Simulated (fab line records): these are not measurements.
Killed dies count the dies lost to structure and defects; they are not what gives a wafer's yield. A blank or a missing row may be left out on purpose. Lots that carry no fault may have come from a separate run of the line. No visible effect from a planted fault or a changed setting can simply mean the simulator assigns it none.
The tool behind it: which one? || flow berkeleyCmos170 || 14 lots, 42 wafers sampled, at 3 steps of a route of 331

WHAT EACH GAUGE READ, for each wafer
UCB170_V2_THK_MEAS_04. Usual: V2_POLISHED_THK 999.8 nm, standard deviation 1.3.
{"lot": "L817", "measured": "day 8 15:07", "on": "filmMetro-04", "V2_POLISHED_THK (nm)": "998.4 999.9 999.3", "flag": ""}
{"lot": "L818", "measured": "day 8 17:41", "on": "filmMetro-03", "V2_POLISHED_THK (nm)": "999.3 1001.0 999.7", "flag": ""}
{"lot": "L822", "measured": "day 9 22:46", "on": "filmMetro-04", "V2_POLISHED_THK (nm)": "999.5 999.8 999.9", "flag": ""}
{"lot": "L823", "measured": "day 10 02:13", "on": "filmMetro-04", "V2_POLISHED_THK (nm)": "1001.5 999.3 1000.8", "flag": ""}
{"lot": "L829", "measured": "day 10 19:34", "on": "filmMetro-04", "V2_POLISHED_THK (nm)": "999.6 998.0 1001.3", "flag": ""}
{"lot": "L830", "measured": "day 10 19:53", "on": "filmMetro-03", "V2_POLISHED_THK (nm)": "998.0 997.6 999.7", "flag": ""}
{"lot": "L831", "measured": "day 10 23:04", "on": "filmMetro-03", "V2_POLISHED_THK (nm)": "999.7 999.6 999.7", "flag": ""}
{"lot": "L833", "measured": "day 11 14:43", "on": "filmMetro-02", "V2_POLISHED_THK (nm)": "998.3 998.0 998.1", "flag": ""}
{"lot": "L837", "measured": "day 11 15:00", "on": "filmMetro-04", "V2_POLISHED_THK (nm)": "1000.6 998.6 998.1", "flag": ""}
{"lot": "L836", "measured": "day 11 15:16", "on": "filmMetro-04", "V2_POLISHED_THK (nm)": "997.7 998.9 999.6", "flag": ""}
{"lot": "L834", "measured": "day 11 15:37", "on": "filmMetro-02", "V2_POLISHED_THK (nm)": "998.9 999.0 1000.9", "flag": ""}
{"lot": "L835", "measured": "day 12 00:06", "on": "filmMetro-03", "V2_POLISHED_THK (nm)": "1001.5 998.5 1000.3", "flag": ""}

WHAT TOOL EACH LOT RAN ON (gives the tool, then ch and the chambers of the sampled wafers, and finally the start)
{"lot": "L817", "UCB170_V1_STRIP_15": "plasmaAsher-01 ch 0,1, day 8 11:08", "UCB170_M2_STRIP_19": "plasmaAsher-01 ch 0,1, day 8 14:11"}
{"lot": "L818", "UCB170_V1_STRIP_15": "plasmaAsher-04 ch 0,1, day 8 13:32", "UCB170_M2_STRIP_19": "plasmaAsher-03 ch 0,1, day 8 16:48"}
{"lot": "L822", "UCB170_V1_STRIP_15": "plasmaAsher-04 ch 0,1, day 9 15:50", "UCB170_M2_STRIP_19": "plasmaAsher-03 ch 0,1, day 9 21:55"}
{"lot": "L823", "UCB170_V1_STRIP_15": "plasmaAsher-02 ch 0,1, day 9 22:23", "UCB170_M2_STRIP_19": "plasmaAsher-03 ch 0,1, day 10 01:22"}
{"lot": "L826", "UCB170_V1_STRIP_15": "plasmaAsher-01 ch 0,1, day 10 01:26", "UCB170_M2_STRIP_19": "plasmaAsher-02 ch 0,1, day 10 04:41"}
{"lot": "L829", "UCB170_V1_STRIP_15": "plasmaAsher-01 ch 0,1, day 10 15:25", "UCB170_M2_STRIP_19": "plasmaAsher-03 ch 0,1, day 10 18:43"}
{"lot": "L830", "UCB170_V1_STRIP_15": "plasmaAsher-04 ch 0,1, day 10 15:34", "UCB170_M2_STRIP_19": "plasmaAsher-01 ch 0,1, day 10 18:55"}
{"lot": "L828", "UCB170_V1_STRIP_15": "plasmaAsher-01 ch 0,1, day 10 16:09", "UCB170_M2_STRIP_19": "plasmaAsher-03 ch 0, day 10 19:41"}
{"lot": "L831", "UCB170_V1_STRIP_15": "plasmaAsher-04 ch 0,1, day 10 19:40", "UCB170_M2_STRIP_19": "plasmaAsher-01 ch 0,1, day 10 22:13"}
{"lot": "L833", "UCB170_V1_STRIP_15": "plasmaAsher-02 ch 0,1, day 11 11:12", "UCB170_M2_STRIP_19": "plasmaAsher-03 ch 0,1, day 11 13:52"}
{"lot": "L837", "UCB170_V1_STRIP_15": "plasmaAsher-04 ch 1, day 11 11:28", "UCB170_M2_STRIP_19": "plasmaAsher-02 ch 0, day 11 14:08"}
{"lot": "L836", "UCB170_V1_STRIP_15": "plasmaAsher-01 ch 0,1, day 11 11:45", "UCB170_M2_STRIP_19": "plasmaAsher-03 ch 0,1, day 11 14:25"}
{"lot": "L834", "UCB170_V1_STRIP_15": "plasmaAsher-02 ch 0,1, day 11 12:01", "UCB170_M2_STRIP_19": "plasmaAsher-02 ch 0,1, day 11 14:45"}
{"lot": "L835", "UCB170_V1_STRIP_15": "plasmaAsher-01 ch 0,1, day 11 19:35", "UCB170_M2_STRIP_19": "plasmaAsher-02 ch 0,1, day 11 23:15"}
- UCB170_V1_STRIP_15: strips in O2.
- UCB170_M2_STRIP_19: strips in O2.

AS READ BY THE TOOLS THEMSELVES (means over the sampled wafers that have a number; for cases with no such wafer, the mark the record gives instead)
UCB170_V1_STRIP_15. Usual: chamberPressureMTorr 3501 mTorr, standard deviation 3.2; drypumpMotorCurrentA 6.0 A, standard deviation 0.62; oesProductAu 0.721 a.u., standard deviation 0.0047; stripTimeToEndpointS 15.30 s, standard deviation 0.11.
{"lot": "L817", "tool": "plasmaAsher-01", "chamberPressureMTorr (mTorr)": 3499, "drypumpMotorCurrentA (A)": 6.2, "oesProductAu (a.u.)": 0.720, "stripTimeToEndpointS (s)": 15.25, "flag": ""}
{"lot": "L818", "tool": "plasmaAsher-04", "chamberPressureMTorr (mTorr)": 3502, "drypumpMotorCurrentA (A)": 6.1, "oesProductAu (a.u.)": 0.720, "stripTimeToEndpointS (s)": 15.31, "flag": ""}
{"lot": "L822", "tool": "plasmaAsher-04", "chamberPressureMTorr (mTorr)": 3503, "drypumpMotorCurrentA (A)": 5.7, "oesProductAu (a.u.)": 0.717, "stripTimeToEndpointS (s)": 15.53, "flag": ""}
{"lot": "L823", "tool": "plasmaAsher-02", "chamberPressureMTorr (mTorr)": 3501, "drypumpMotorCurrentA (A)": 6.3, "oesProductAu (a.u.)": 0.724, "stripTimeToEndpointS (s)": 15.53, "flag": ""}
{"lot": "L826", "tool": "plasmaAsher-01", "chamberPressureMTorr (mTorr)": 3500, "drypumpMotorCurrentA (A)": 6.3, "oesProductAu (a.u.)": 0.720, "stripTimeToEndpointS (s)": 15.17, "flag": ""}
{"lot": "L829", "tool": "plasmaAsher-01", "chamberPressureMTorr (mTorr)": 3500, "drypumpMotorCurrentA (A)": 6.2, "oesProductAu (a.u.)": 0.723, "stripTimeToEndpointS (s)": 15.19, "flag": ""}
{"lot": "L830", "tool": "plasmaAsher-04", "chamberPressureMTorr (mTorr)": 3501, "drypumpMotorCurrentA (A)": 5.7, "oesProductAu (a.u.)": 0.723, "stripTimeToEndpointS (s)": 15.39, "flag": ""}
{"lot": "L828", "tool": "plasmaAsher-01", "chamberPressureMTorr (mTorr)": 3501, "drypumpMotorCurrentA (A)": 6.3, "oesProductAu (a.u.)": 0.718, "stripTimeToEndpointS (s)": 15.28, "flag": ""}
{"lot": "L831", "tool": "plasmaAsher-04", "chamberPressureMTorr (mTorr)": 3499, "drypumpMotorCurrentA (A)": 5.7, "oesProductAu (a.u.)": 0.723, "stripTimeToEndpointS (s)": 15.26, "flag": ""}
{"lot": "L833", "tool": "plasmaAsher-02", "chamberPressureMTorr (mTorr)": 3500, "drypumpMotorCurrentA (A)": 6.3, "oesProductAu (a.u.)": 0.721, "stripTimeToEndpointS (s)": 15.24, "flag": ""}
{"lot": "L837", "tool": "plasmaAsher-04", "chamberPressureMTorr (mTorr)": 3501, "drypumpMotorCurrentA (A)": 5.3, "oesProductAu (a.u.)": 0.718, "stripTimeToEndpointS (s)": 15.38, "flag": ""}
{"lot": "L836", "tool": "plasmaAsher-01", "chamberPressureMTorr (mTorr)": 3505, "drypumpMotorCurrentA (A)": 6.2, "oesProductAu (a.u.)": 0.717, "stripTimeToEndpointS (s)": 15.21, "flag": ""}
{"lot": "L834", "tool": "plasmaAsher-02", "chamberPressureMTorr (mTorr)": 3497, "drypumpMotorCurrentA (A)": 5.7, "oesProductAu (a.u.)": 0.725, "stripTimeToEndpointS (s)": 15.38, "flag": ""}
{"lot": "L835", "tool": "plasmaAsher-01", "chamberPressureMTorr (mTorr)": 3501, "drypumpMotorCurrentA (A)": 6.4, "oesProductAu (a.u.)": 0.722, "stripTimeToEndpointS (s)": 15.33, "flag": ""}

UCB170_M2_STRIP_19. Usual: chamberPressureMTorr 3500 mTorr, standard deviation 3.1; drypumpMotorCurrentA 6.0 A, standard deviation 0.45; oesProductAu 0.549 a.u., standard deviation 0.012.
{"lot": "L817", "tool": "plasmaAsher-01", "chamberPressureMTorr (mTorr)": 3501, "drypumpMotorCurrentA (A)": 6.3, "oesProductAu (a.u.)": 0.561, "flag": ""}
{"lot": "L818", "tool": "plasmaAsher-03", "chamberPressureMTorr (mTorr)": 3500, "drypumpMotorCurrentA (A)": 5.9, "oesProductAu (a.u.)": 0.555, "flag": ""}
{"lot": "L822", "tool": "plasmaAsher-03", "chamberPressureMTorr (mTorr)": 3500, "drypumpMotorCurrentA (A)": 5.8, "oesProductAu (a.u.)": 0.545, "flag": ""}
{"lot": "L823", "tool": "plasmaAsher-03", "chamberPressureMTorr (mTorr)": 3502, "drypumpMotorCurrentA (A)": 5.9, "oesProductAu (a.u.)": 0.551, "flag": ""}
{"lot": "L826", "tool": "plasmaAsher-02", "chamberPressureMTorr (mTorr)": "-", "drypumpMotorCurrentA (A)": "-", "oesProductAu (a.u.)": "-", "flag": "OFF"}
{"lot": "L829", "tool": "plasmaAsher-03", "chamberPressureMTorr (mTorr)": 3500, "drypumpMotorCurrentA (A)": 5.9, "oesProductAu (a.u.)": 0.556, "flag": ""}
{"lot": "L830", "tool": "plasmaAsher-01", "chamberPressureMTorr (mTorr)": 3501, "drypumpMotorCurrentA (A)": 6.2, "oesProductAu (a.u.)": 0.542, "flag": ""}
{"lot": "L828", "tool": "plasmaAsher-03", "chamberPressureMTorr (mTorr)": "-", "drypumpMotorCurrentA (A)": "-", "oesProductAu (a.u.)": "-", "flag": "OFF"}
{"lot": "L831", "tool": "plasmaAsher-01", "chamberPressureMTorr (mTorr)": 3501, "drypumpMotorCurrentA (A)": 6.4, "oesProductAu (a.u.)": 0.564, "flag": ""}
{"lot": "L833", "tool": "plasmaAsher-03", "chamberPressureMTorr (mTorr)": 3499, "drypumpMotorCurrentA (A)": 5.9, "oesProductAu (a.u.)": 0.551, "flag": ""}
{"lot": "L837", "tool": "plasmaAsher-02", "chamberPressureMTorr (mTorr)": 3497, "drypumpMotorCurrentA (A)": 6.8, "oesProductAu (a.u.)": 0.548, "flag": ""}
{"lot": "L836", "tool": "plasmaAsher-03", "chamberPressureMTorr (mTorr)": 3500, "drypumpMotorCurrentA (A)": 5.9, "oesProductAu (a.u.)": 0.536, "flag": ""}
{"lot": "L834", "tool": "plasmaAsher-02", "chamberPressureMTorr (mTorr)": 3500, "drypumpMotorCurrentA (A)": 5.7, "oesProductAu (a.u.)": 0.555, "flag": ""}
{"lot": "L835", "tool": "plasmaAsher-02", "chamberPressureMTorr (mTorr)": 3496, "drypumpMotorCurrentA (A)": 5.7, "oesProductAu (a.u.)": 0.544, "flag": ""}

THE ANSWER, worked out from the rows above alone
Rule: take the mean of a lot's wafers that have a number; if it is more than 3 standard deviations from the usual mean, the lot is off. Also off: a lot with no number at a reading for which 4 or more lots have one. The other lots that the step has rows for count as sound. After the gauges, taken in route order, come the tools' own readings; for these a lot's mean is taken, as printed above. At the first step where some lot is off, the reading lying furthest off is the one used; lots without a number count as furthest.
Off: L826, L828, at UCB170_M2_STRIP_19 (chamberPressureMTorr). Without a number there: L826, L828.
A tool fits if, at that step or a process step before it, it ran every lot that is off, and no sound lot after the first of them. Of those tried, none fits.

WHAT THE SIMULATOR HAD INSERTED
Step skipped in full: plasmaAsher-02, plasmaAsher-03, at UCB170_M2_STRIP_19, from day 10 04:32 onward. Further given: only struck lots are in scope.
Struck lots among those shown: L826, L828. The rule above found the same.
